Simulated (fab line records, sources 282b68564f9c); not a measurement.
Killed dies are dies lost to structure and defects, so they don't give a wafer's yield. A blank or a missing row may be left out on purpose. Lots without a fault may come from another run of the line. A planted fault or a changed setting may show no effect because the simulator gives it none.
fab line records | flow rit_cmos
record lots=5 wafers=23
route steps=202 shown M1@184
start_h: hours from the record's first day to the start of the lot's first wafer shown | wait_h: hours since the lot's step before | " the same as in the row above | L1.1+2: a row that stands for several wafers | - no value, or no start given | * or withheld: withheld | < > ~ a bound
route shown NAME@n: a module of which the file shows steps, and the number in the route of the first | usual: mean/standard deviation of fault-free wafers | same: alike in all rows | chamber/n: place in a boat | sites: the reading at each site | _std_site: their standard deviation | _edge_site: outer sites' mean less inner sites' | radius_mm: how far each site lies from the wafer's centre | mask NAME#n: copy n | behind: the tool/chamber that last shaped the wafer | hold: why the lot was held/for how many hours/how that ended | device: the transistor (n, p or np) that didn't switch | end of line: the same wafers' tests at the end of the route | a step without rows: its recipe alone | killed: dies lost to structure and defects at the first sort, not the wafer's yield | map: a wafer's dies, x killed, . not, _ none there
set.NAME: the setting as run; set.NAME@STEP: as run at that earlier step | model.NAME: the simulator's own value behind a step, which no gauge read
lots whose settings were changed on purpose; a table a step, a row a wafer
## steps
# step RIT_M1_SPUTTER_00
# recipe material=Al target_thk_nm=400 power_w=2000 chamber_pressure_pa=0.4 gas=Ar time_s=500 substrate_temp_c=25
# columns lot.wafer tool chamber start_h wait_h set.time_s model.Al_of_M1_SPUTTER_00.thk_nm
L078.1 pvd_sputter-02 - 79.86 0.0 500 398
L078.2 " - " " 500 399.4
L078.3 " - " " 461.3 371.4
L078.5 " - " " 500 399.3
L078.6 " - " " 461.3 365.2
L079.1 pvd_sputter-01 - 82.40 0.0 438.6 354.3
L079.2 " - " " 500 403.7
L079.4 " - " " 438.6 353.3
L079.5 " - " " 500 401.2
L079.6 " - " " 500 399.1
L080.1 pvd_sputter-02 - 87.09 0.0 500 397.8
L080.2 " - " " 500 400.7
L080.3 " - " " 500 395
L080.4 " - " " 461.5 366.1
L080.5 " - " " 461.5 366.9
L083.1 pvd_sputter-01 - 103.06 0.0 528.9 414.9
L083.2 " - " " 528.9 423.4
L083.3 " - " " 528.9 423.1
L083.4 " - " " 500 402.4
L083.6 " - " " 500 400
L084.1 pvd_sputter-02 - 109.49 0.0 500 394.3
L084.4 " - " " 500 393.8
L084.6 " - " " 500 396.5
# step RIT_M1_RS_MEAS_01
# recipe thk_meas_gauge=four-point-probe reads=Al_of_M1_SPUTTER_00
# usual M1_AL_RS=0.0737/0.00077
# columns lot.wafer tool chamber start_h wait_h set.time_s@M1_SPUTTER_00 M1_AL_RS[ohm/sq]
L078.1 film_metro-04 - 80.16 0.1 500 0.0737
L078.2 " - " " 500 0.0735
L078.3 " - " " 461.3 0.0793
L078.5 " - " " 500 0.0737
L078.6 " - " " 461.3 0.0805
L079.1 film_metro-03 - 82.69 0.1 438.6 0.0830
L079.2 " - " " 500 0.0726
L079.4 " - " " 438.6 0.0832
L079.5 " - " " 500 0.0732
L079.6 " - " " 500 0.0735
L080.1 film_metro-02 - 87.39 0.1 500 0.0737
L080.2 " - " " 500 0.0733
L080.3 " - " " 500 0.0744
L080.4 " - " " 461.5 0.0803
L080.5 " - " " 461.5 0.0802
L083.1 film_metro-03 - 103.36 0.1 528.9 0.0706
L083.2 " - " " 528.9 0.0693
L083.3 " - " " 528.9 0.0692
L083.4 " - " " 500 0.0729
L083.6 " - " " 500 0.0733
L084.1 film_metro-02 - 109.78 0.1 500 0.0745
L084.4 " - " " 500 0.0747
L084.6 " - " " 500 0.0739
# step RIT_M1_THK_MEAS_02
# recipe thk_meas_gauge=xrf reads=Al_of_M1_SPUTTER_00
# usual M1_AL_THK=398/4.9
# columns lot.wafer tool chamber start_h wait_h set.time_s@M1_SPUTTER_00 M1_AL_THK[nm]
L078.1 film_metro-04 - 80.28 0.1 500 400
L078.2 " - " " 500 402
L078.3 " - " " 461.3 373
L078.5 " - " " 500 401
L078.6 " - " " 461.3 368
L079.1 film_metro-03 - 82.81 0.1 438.6 355
L079.2 " - " " 500 402
L079.4 " - " " 438.6 352
L079.5 " - " " 500 399
L079.6 " - " " 500 398
L080.1 film_metro-02 - 87.51 0.1 500 397
L080.2 " - " " 500 400
L080.3 " - " " 500 394
L080.4 " - " " 461.5 370
L080.5 " - " " 461.5 368
L083.1 film_metro-03 - 103.48 0.1 528.9 412
L083.2 " - " " 528.9 421
L083.3 " - " " 528.9 421
L083.4 " - " " 500 400
L083.6 " - " " 500 395
L084.1 film_metro-02 - 109.90 0.1 500 393
L084.4 " - " " 500 393
L084.6 " - " " 500 394
# step RIT_M1_DEVELOP_08
# recipe resist=NOVOLAK develop_time_s=68 dev_temp_c=23
# columns lot.wafer tool chamber start_h wait_h set.develop_time_s
L078.1+2+3 litho_track-01 0 - - 68
L078.5+6 " 0 " " 63.49
L079.1+2+4+5+6 litho_track-03 0 - - 68
L080.1+2+5 litho_track-01 0 - - 74.03
L080.3+4 " 0 " " 68
L083.1+3+6 litho_track-01 0 - - 68
L083.2+4 " 0 " " 58.96
L084.1+4+6 litho_track-03 0 - - 68
# step RIT_M1_CD_MEAS_09
# recipe target_cd_nm=2600
# usual cd_nm=2600.1/1.7
# columns lot.wafer tool chamber start_h wait_h set.develop_time_s@M1_DEVELOP_08 cd_nm
L078.1 cd_sem-01 - 81.24 - 68 2600.5
L078.2 " - " " 68 2599.4
L078.3 " - " " 68 2599.3
L078.5 " - " " 63.49 2603.8
L078.6 " - " " 63.49 2606.6
L079.1 cd_sem-01 - 83.92 - 68 2602.7
L079.2 " - " " 68 2599.4
L079.4 " - " " 68 2601.6
L079.5 " - " " 68 2602.9
L079.6 " - " " 68 2601.1
L080.1 cd_sem-02 - 88.45 - 74.03 2597.0
L080.2 " - " " 74.03 2594.3
L080.3 " - " " 68 2602.6
L080.4 " - " " 68 2601.2
L080.5 " - " " 74.03 2593.9
L083.1 cd_sem-02 - 104.55 - 68 2602.9
L083.2 " - " " 58.96 2612.8
L083.3 " - " " 68 2601.1
L083.4 " - " " 58.96 2615.4
L083.6 " - " " 68 2599.4
L084.1 cd_sem-02 - 110.84 - 68 2598.3
L084.4 " - " " 68 2598.4
L084.6 " - " " 68 2599.5
# step RIT_M1_HARDBAKE_11
# recipe resist=NOVOLAK temp_c=140 time_s=120
# step RIT_M1_METAL_ETCH_12
# recipe stop_on=SiO2 chemistry=Cl2/BCl3 target=Al time_s=165 over_etch_frac=0.5 pressure_mtorr=100 target_depth_a=6000 rf_w=250 Cl2_flow_sccm=60 bcl3_flow_sccm=50
# columns lot.wafer tool chamber start_h wait_h set.develop_time_s@M1_DEVELOP_08 model.M1.cd_nm
L078.1 rie_metal-01 1 81.65 0.2 68 2599
L078.2 " 0 " " 68 2598
L078.3 " 1 " " 68 2597
L078.5 " 1 " " 63.49 2602
L078.6 " 0 " " 63.49 2606
L079.1+5 rie_metal-04 1 84.32 0.2 68 2605
L079.2 " 0 " " 68 2601
L079.4 " 1 " " 68 2604
L079.6 " 0 " " 68 2602
L080.1 rie_metal-03 0 88.85 0.2 74.03 2598
L080.2+5 " 1,0 " " 74.03 2596
L080.3 " 1 " " 68 2602
L080.4 " 0 " " 68 2604
L083.1+3 rie_metal-03 1,0 105.01 0.2 68 2603
L083.2 " 0 " " 58.96 2615
L083.4 " 1 " " 58.96 2616
L083.6 " 1 " " 68 2599
L084.1 rie_metal-01 0 111.25 0.2 68 2597
L084.4+6 " 0 " " 68 2598
# step RIT_M1_STRIP_13
# recipe chemistry=nmp resist=NOVOLAK temp_c=80 time_s=600 dry=n2_spin
# step RIT_M1_STRIP_14
# recipe chemistry=O2 time_s=180 platen_temp_c=withheld power_w=500 pressure_mtorr=4000 o2_flow_sccm=4000
# step RIT_M1_CD_MEAS_90
# recipe target_cd_nm=2600
# usual cd_nm=2600.9/2.6
# columns lot.wafer tool chamber start_h wait_h set.develop_time_s@M1_DEVELOP_08 cd_nm
L078.1 cd_sem-01 - 82.16 0.1 68 2599.1
L078.2 " - " " 68 2598.0
L078.3 " - " " 68 2597.0
L078.5 " - " " 63.49 2602.6
L078.6 " - " " 63.49 2606.5
L079.1 cd_sem-02 - 84.84 0.1 68 2604.6
L079.2 " - " " 68 2601.1
L079.4 " - " " 68 2604.4
L079.5 " - " " 68 2605.6
L079.6 " - " " 68 2602.4
L080.1 cd_sem-01 - 89.37 0.1 74.03 2598.0
L080.2 " - " " 74.03 2595.7
L080.3 " - " " 68 2602.5
L080.4 " - " " 68 2603.5
L080.5 " - " " 74.03 2595.9
L083.1 cd_sem-01 - 105.54 0.1 68 2602.9
L083.2 " - " " 58.96 2614.9
L083.3 " - " " 68 2602.5
L083.4 " - " " 58.96 2616.3
L083.6 " - " " 68 2599.2
L084.1 cd_sem-02 - 111.76 0.1 68 2597.2
L084.4 " - " " 68 2597.6
L084.6 " - " " 68 2598.4
# step RIT_M1_ANNEAL_15
# recipe temp_c=450 time_s=1833 ambient=forming_gas_H2N2
# step RIT_M1_PROBE_99
# usual killed_at_contacts=0.1/0.3 killed_at_front_end=7/3 killed_dies=7/3 killed_open=3.3/1.9 killed_short=3.3/2
# same gross_dies=264 killed_at_M0_to_M3=0 killed_at_M4_up=0 killed_at_back_side=0 killed_at_other=0
# columns lot.wafer tool chamber start_h wait_h set.temp_c@GATE_OXIDATION_05 set.ox_time_s@REOX_OXIDATION_03 set.tilt_deg@PLDD_IMPLANT_08 killed_at_contacts killed_at_front_end killed_dies killed_open killed_short model.etest.pmos_turned.r_on_ohm_um model.etest.pldd.rs_ohm_sq model.etest.nmos_0p15.drive_ua_um
L078.1 prober-01 - 83.90 0.1 880.6 6318 7 0 7 7 3 4 3892 824.2 532.2
L078.2 prober-01 - 83.95 0.1 880.6 6318 7.952 1 5 6 3 3 - - -
L078.3 prober-01 - 84.00 0.2 880.6 6318 7.952 0 5 5 4 1 4508 855.2 510.3
L078.5 prober-01 - 84.10 0.2 880.6 6318 7 0 11 11 3 8 - - -
L078.6 prober-01 - 84.15 0.2 880.6 6318 7.952 0 4 4 3 1 - - -
L079.1 prober-02 - 86.58 0.1 900 5255 7 0 8 8 5 3 3155 418.6 482.8
L079.2 prober-02 - 86.63 0.1 900 5255 7 0 2 2 1 1 3195 423.8 477.5
L079.4 prober-02 - 86.73 0.2 900 5255 7 0 7 7 3 4 3125 423.5 480.1
L079.5 prober-02 - 86.78 0.2 900 5255 7 0 11 11 5 6 3092 406 483
L079.6 prober-02 - 86.83 0.2 900 5255 7 0 5 5 3 2 3125 413.9 483.4
L080.1 prober-01 - 91.11 0.1 877.8 5792 7 0 12 12 5 7 - - -
L080.2 prober-01 - 91.16 0.1 877.8 5792 6.587 0 6 6 3 3 - - -
L080.3 prober-01 - 91.21 0.2 877.8 5792 6.587 0 3 3 2 1 - - -
L080.4 prober-01 - 91.26 0.2 877.8 5792 7 0 6 6 2 4 - - -
L080.5 prober-01 - 91.31 0.2 877.8 5792 7 0 6 6 3 3 - - -
L083.1 prober-02 - 107.28 0.1 918.9 6010 6.126 1 8 9 4 5 3973 615 369.6
L083.2 prober-02 - 107.33 0.1 918.9 6010 7 0 7 7 5 2 4233 617.5 363
L083.3 prober-02 - 107.38 0.2 918.9 6010 7 0 11 11 5 6 4273 624.6 362.8
L083.4 prober-02 - 107.43 0.2 918.9 6010 6.126 0 9 9 4 5 4099 617.2 362.4
L083.6 prober-02 - 107.53 0.2 918.9 6010 7 0 8 8 7 1 4338 615.7 366.9
L084.1 prober-01 - 113.50 0.1 900 5580 7 0 5 5 4 1 3252 465 475.4
L084.4 prober-01 - 113.65 0.2 900 5580 7 0 8 8 4 4 3280 475 474.3
L084.6 prober-01 - 113.75 0.2 900 5580 7 0 11 11 5 6 3210 465.2 475.6
# killed by level:class
L078.1 SPACER:geometric_particle:short=2 FOX1:geometric_particle:open=1 FOX1:geometric_particle:short=1 GATE:geometric_particle:open=1 REOX:geometric_particle:short=1 SILICIDE:geometric_particle:open=1
L078.2 GATE:geometric_particle:short=3 GATE:geometric_particle:open=2 CONTACT:geometric_particle:open=1
L078.3 GATE:geometric_particle:open=3 FOX1:geometric_particle:open=1 GATE:geometric_particle:short=1
L078.5 GATE:geometric_particle:short=4 FOX1:geometric_particle:short=2 FOX1:geometric_particle:open=1 GATE:geometric_particle:open=1 REOX:geometric_particle:short=1 SPACER:geometric_particle:short=1 SILICIDE:geometric_particle:open=1
L078.6 REOX:geometric_particle:open=2 FOX1:geometric_particle:open=1 FOX1:geometric_particle:short=1
L079.1 GATE:geometric_particle:short=3 FOX1:geometric_particle:open=2 GATE:geometric_particle:open=2 SPACER:geometric_particle:open=1
L079.2 FOX1:geometric_particle:short=1 SPACER:geometric_particle:open=1
L079.4 REOX:geometric_particle:open=2 FOX1:geometric_particle:open=1 FOX1:geometric_particle:short=1 REOX:geometric_particle:short=1 SPACER:geometric_particle:short=1 SILICIDE:geometric_particle:short=1
L079.5 GATE:geometric_particle:short=2 REOX:geometric_particle:open=2 SPACER:geometric_particle:short=2 FOX1:geometric_particle:open=1 FOX1:geometric_particle:short=1 GATE:geometric_particle:open=1 SPACER:geometric_particle:open=1 SILICIDE:geometric_particle:short=1
L079.6 GATE:geometric_particle:open=2 FOX1:geometric_particle:short=1 SILICIDE:geometric_particle:short=1 SILICIDE:geometric_particle:open=1
L080.1 GATE:geometric_particle:open=3 REOX:geometric_particle:short=3 FOX1:geometric_particle:open=2 GATE:geometric_particle:short=2 FOX2:geometric_particle:short=1 SILICIDE:geometric_particle:short=1
L080.2 GATE:geometric_particle:open=2 FOX1:geometric_particle:short=1 REOX:geometric_particle:short=1 SPACER:geometric_particle:short=1 SPACER:geometric_particle:open=1
L080.3 FOX1:geometric_particle:short=1 REOX:geometric_particle:open=1 SILICIDE:geometric_particle:open=1
L080.4 FOX1:geometric_particle:open=2 GATE:geometric_particle:short=2 FOX1:geometric_particle:short=1 REOX:geometric_particle:short=1
L080.5 FOX1:geometric_particle:short=1 FOX1:geometric_particle:open=1 GATE:geometric_particle:open=1 REOX:geometric_particle:open=1 SPACER:geometric_particle:short=1 SILICIDE:geometric_particle:short=1
L083.1 GATE:geometric_particle:short=3 SPACER:geometric_particle:open=2 GATE:geometric_particle:open=1 REOX:geometric_particle:short=1 SILICIDE:geometric_particle:open=1 CONTACT:geometric_particle:short=1
L083.2 REOX:geometric_particle:open=2 SILICIDE:geometric_particle:open=2 GATE:geometric_particle:open=1 GATE:geometric_particle:short=1 REOX:geometric_particle:short=1
L083.3 GATE:geometric_particle:short=3 SILICIDE:geometric_particle:open=3 SILICIDE:geometric_particle:short=2 FOX1:geometric_particle:short=1 GATE:geometric_particle:open=1 SPACER:geometric_particle:open=1
L083.4 GATE:geometric_particle:open=3 SILICIDE:geometric_particle:short=3 FOX1:geometric_particle:open=1 FOX2:geometric_particle:short=1 SPACER:geometric_particle:short=1
L083.6 GATE:geometric_particle:open=3 FOX2:geometric_particle:open=2 SILICIDE:geometric_particle:open=2 GATE:geometric_particle:short=1
L084.1 GATE:geometric_particle:open=2 FOX1:geometric_particle:open=1 SPACER:geometric_particle:open=1 SILICIDE:geometric_particle:short=1
L084.4 SPACER:geometric_particle:open=3 GATE:geometric_particle:short=2 FOX2:geometric_particle:short=1 SPACER:geometric_particle:short=1 SILICIDE:geometric_particle:open=1
L084.6 GATE:geometric_particle:short=2 SPACER:geometric_particle:short=2 SPACER:geometric_particle:open=2 SILICIDE:geometric_particle:open=2 FOX1:geometric_particle:short=1 FOX1:geometric_particle:open=1 SILICIDE:geometric_particle:short=1
## key
split step=RIT_M1_SPUTTER_00 setting=time_s stated=500 by=wafer
response step=RIT_M1_SPUTTER_00 reading=model.Al_of_M1_SPUTTER_00.thk_nm change=+3.87 per=1% r=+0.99
response step=RIT_M1_RS_MEAS_01 reading=M1_AL_RS change=-0.000792 per=1% r=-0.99
response step=RIT_M1_THK_MEAS_02 reading=M1_AL_THK change=+3.74 per=1% r=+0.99
split step=RIT_M1_DEVELOP_08 setting=develop_time_s stated=68 by=wafer
response step=RIT_M1_CD_MEAS_09 reading=cd_nm change=-0.903 per=1% r=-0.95
response step=RIT_M1_METAL_ETCH_12 reading=model.M1.cd_nm change=-0.949 per=1% r=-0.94
response step=RIT_M1_CD_MEAS_90 reading=cd_nm change=-0.961 per=1% r=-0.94
split outside_this_file step=RIT_GATE_OXIDATION_05 setting=temp_c
split outside_this_file step=RIT_REOX_OXIDATION_03 setting=ox_time_s
split outside_this_file step=RIT_PLDD_IMPLANT_08 setting=tilt_deg
# split outside_this_file: this setting was split too, and the file shows its column; the key of that split is in another file
